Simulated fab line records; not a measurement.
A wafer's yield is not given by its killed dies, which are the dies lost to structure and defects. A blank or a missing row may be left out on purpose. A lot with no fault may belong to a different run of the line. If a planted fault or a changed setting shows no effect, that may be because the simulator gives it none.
A struck lot beside a sound one    flow berkeleyCmos170    15 steps out of a route of 331
Sound: wafers L757.1, L757.2, L757.5. Struck: wafers L749.2, L749.3. (L749.4 of the same lot was not struck and is left out.) The cause comes at the end.
Per side, at each step with rows, come the tool, then ch with its chambers, and then its first start. Under that, the readings that differ: sound wafers    struck wafers    difference of the means    sigmas: that difference in standard deviations of wafers without a fault.
alike: readings with means less than 2 such deviations apart, plus words and numbers identical on both sides. not compared: withheld readings, readings lacking a value on some wafer, bounds such as >300 that could conceal the same value, and numbers that have no deviation in the record and whose values overlap.
A row with sigmas, a row that says differs or no value, or rows on one side alone: a step with any of these is where the two part. Numbers that don't overlap but have no deviation are shown without sigmas and don't part them. A reading missing from all wafers of one side parts the sides only when that side holds two or more wafers.

UCB170_START_BOW_MEAS_00:
  sound: filmMetro-02 at day 4 18:00; struck: filmMetro-03 at day 3 02:01
  alike: INCOMING_BOW
then, 2 steps without rows for these wafers: UCB170_START_CLEAN_01 (cleans in dHF, time 60 s); UCB170_START_OXIDATION_02 (target thk 20 nm, ox time 1800 s).
UCB170_START_THK_MEAS_03:
  sound: filmMetro-02 at day 4 21:38; struck: filmMetro-02 at day 3 06:06
reading               sound           struck     difference  sigmas
START_OXIDE_THK (nm)  19.6 19.2 19.3  20.6 20.5  +1.2        +3
then, 7 steps without rows for these wafers: UCB170_START_ANNEAL_04 (time 1200 s); UCB170_ZERO_HMDS_00 (prime time 60 s); UCB170_ZERO_COAT_01 (resist thk 900 nm); UCB170_ZERO_SOFTBAKE_02 (time 60 s); UCB170_ZERO_EXPOSE_03 (exposes mask PM MARKS, target cd 4000 nm); UCB170_ZERO_PEB_04; UCB170_ZERO_DEVELOP_05 (develop time 45 s).
UCB170_ZERO_ETCH_06: etches SiO2 in CHF3/CF4/Ar, time 12 s.
  sound on rieDiel-01 ch 2,3, day 5 04:38; struck on rieDiel-03 ch 0,2, day 3 12:46
  alike: drypumpMotorCurrentA, oesProductAu, throttleValvePct
  not compared: rfHoursCounterH
UCB170_ZERO_STRIP_07: strips in O2.
  sound on plasmaAsher-04 ch 0,1, day 5 04:40; struck on plasmaAsher-01 ch 0, day 3 12:47
reading                   sound              struck       difference  sigmas
o2FlowSccm (sccm)         402.6 398.1 400.5  320.2 320.0  -80.3       -67
oesProductAu (a.u.)       0.731 0.727 0.721  0.698 0.707  -0.024      -5
stripTimeToEndpointS (s)  21.51 21.52 21.41  22.21 22.21  +0.73       +16
  alike: drypumpMotorCurrentA
  not compared: rfHoursCounterH
then, 1 step without rows for these wafers: UCB170_NWELL_WET_ETCH_00 (etches SiO2 in dHF, time 200 s).
UCB170_M3_PROBE_99:
  the record holds rows for the sound wafers here (prober-02, day 11 19:38) but none for the struck ones

WHERE THEY PART
Last at UCB170_M3_PROBE_99 as far as this record goes, first at UCB170_START_THK_MEAS_03.

WHY: the cause the simulator had injected
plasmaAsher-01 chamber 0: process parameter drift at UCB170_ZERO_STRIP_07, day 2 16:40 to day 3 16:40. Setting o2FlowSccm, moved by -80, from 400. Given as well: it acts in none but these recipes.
